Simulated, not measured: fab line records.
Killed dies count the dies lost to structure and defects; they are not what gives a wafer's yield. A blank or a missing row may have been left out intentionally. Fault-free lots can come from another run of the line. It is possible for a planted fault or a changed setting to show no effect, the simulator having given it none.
A struck lot beside a sound one | flow rit-cmos | 15 steps out of a route of 202
Sound: the wafers L729.3, L729.4, L729.5. Wafers L728.1, L728.2, L728.5 were the ones struck. The cause is given at the end.
At each step with rows: each side's tool, then ch and its chambers, then its first start. Under that, the readings that differ: sound wafers | struck wafers | difference of the means | sigmas: that difference in standard deviations of wafers without a fault.
alike: words and numbers the same on both sides, and readings whose means are apart by under 2 such deviations; not compared: readings that were withheld, readings missing a value for some wafer, numbers with overlapping values and no deviation given by the record, and bounds like >300 which may hide the same value.
Wherever a step has rows on one side only, a row that says differs or no value, or a row with sigmas, the two part there. Non-overlapping numbers with no deviation appear without sigmas and do not part them. Lack of a reading on every wafer of one side parts them only where that side has two or more wafers.

RIT_SDANNEAL_RTA_03: time 5 s.
  sound on rtp-anneal-01 ch 0, day 4 07:13; struck on rtp-anneal-02 ch 0, day 4 02:49
  alike: wafer_temp_C_max
RIT_SDANNEAL_RS_MEAS_04: the measuring method here is four-point-probe.
  sound on film-metro-03, day 4 07:17; struck on film-metro-03, day 4 02:56
  alike: PSD_RS
RIT_SDANNEAL_RS_MEAS_05: the measuring method here is four-point-probe.
  sound on film-metro-03, day 4 07:25; struck on film-metro-03, day 4 03:03
  alike: NSD_RS
RIT_SDANNEAL_RS_MEAS_06: the measuring method here is four-point-probe.
  sound on film-metro-03, day 4 07:32; struck on film-metro-03, day 4 03:10
  alike: PLDD_RS
RIT_SDANNEAL_RS_MEAS_07: the measuring method here is four-point-probe.
  sound on film-metro-03, day 4 07:39; struck on film-metro-03, day 4 03:17
  reading          | sound             | struck            | difference | sigmas
  NLDD_RS (ohm/sq) | 150.5 150.6 150.8 | 151.9 152.7 151.9 | +1.5       | +3
then, 1 step without rows for these wafers: RIT_SILICIDE_WET_ETCH_00 (etches SiO2 in BOE, target depth 14 nm, time 15 s).
RIT_SILICIDE_SPUTTER_01: material Ti, target thk 30 nm, time 240 s.
  sound on pvd-sputter-04, day 4 07:45; struck on pvd-sputter-03, day 4 03:25
  alike: cathode-dc-power-W, throttle-valve-pct
RIT_SILICIDE_RS_MEAS_02: the measuring method here is four-point-probe.
  sound on film-metro-02, day 4 07:56; struck on film-metro-01, day 4 03:34
  alike: SILICIDE_TI_RS
RIT_SILICIDE_THK_MEAS_03: measures by xrf.
  sound on film-metro-02, day 4 08:02; struck on film-metro-01, day 4 03:41
  alike: SILICIDE_TI_THK
RIT_SILICIDE_RTA_04: time 10 s, ramp up 5 s, ramp down 5 s.
  sound on rtp-anneal-02 ch 0, day 4 08:10; struck on rtp-anneal-01 ch 0, day 4 03:45
  alike: wafer_temp_C_max
then, 1 step without rows for these wafers: RIT_SILICIDE_WET_ETCH_05 (etches Ti in SPM, time 120 s).
RIT_SILICIDE_RTA_06: time 10 s, ramp up 5 s, ramp down 10 s.
  sound on rtp-anneal-01 ch 0, day 4 08:25; struck on rtp-anneal-02 ch 0, day 4 03:54
  alike: wafer_temp_C_max
RIT_CONTACT_CVD_00: deposits SiO2 from TEOS, target thk 400 nm, time 61 s.
  sound on pecvd-04 ch 1,2, day 4 08:28; struck on pecvd-03 ch 1,2, day 4 04:15
  reading            | sound             | struck            | difference | sigmas
  rf-fwd-power-W (W) | 394.2 396.0 395.4 | 398.0 400.2 396.4 | +3.0       | +2
  alike: heater-power-w
RIT_CONTACT_THK_MEAS_01:
  sound on film-metro-01, day 4 08:32; struck on film-metro-04, day 4 04:32
  reading               | sound       | struck      | difference | sigmas
  CONTACT_TEOS_THK (nm) | 399 405 401 | 792 797 804 | +396       | +71
RIT_M1_PROBE_99:
  the record has rows for the sound wafers here (prober-01, day 4 14:59) and none for the struck ones

WHERE THEY PART
First at RIT_SDANNEAL_RS_MEAS_07; last, within this record, at RIT_M1_PROBE_99.

WHY: the cause the simulator had injected
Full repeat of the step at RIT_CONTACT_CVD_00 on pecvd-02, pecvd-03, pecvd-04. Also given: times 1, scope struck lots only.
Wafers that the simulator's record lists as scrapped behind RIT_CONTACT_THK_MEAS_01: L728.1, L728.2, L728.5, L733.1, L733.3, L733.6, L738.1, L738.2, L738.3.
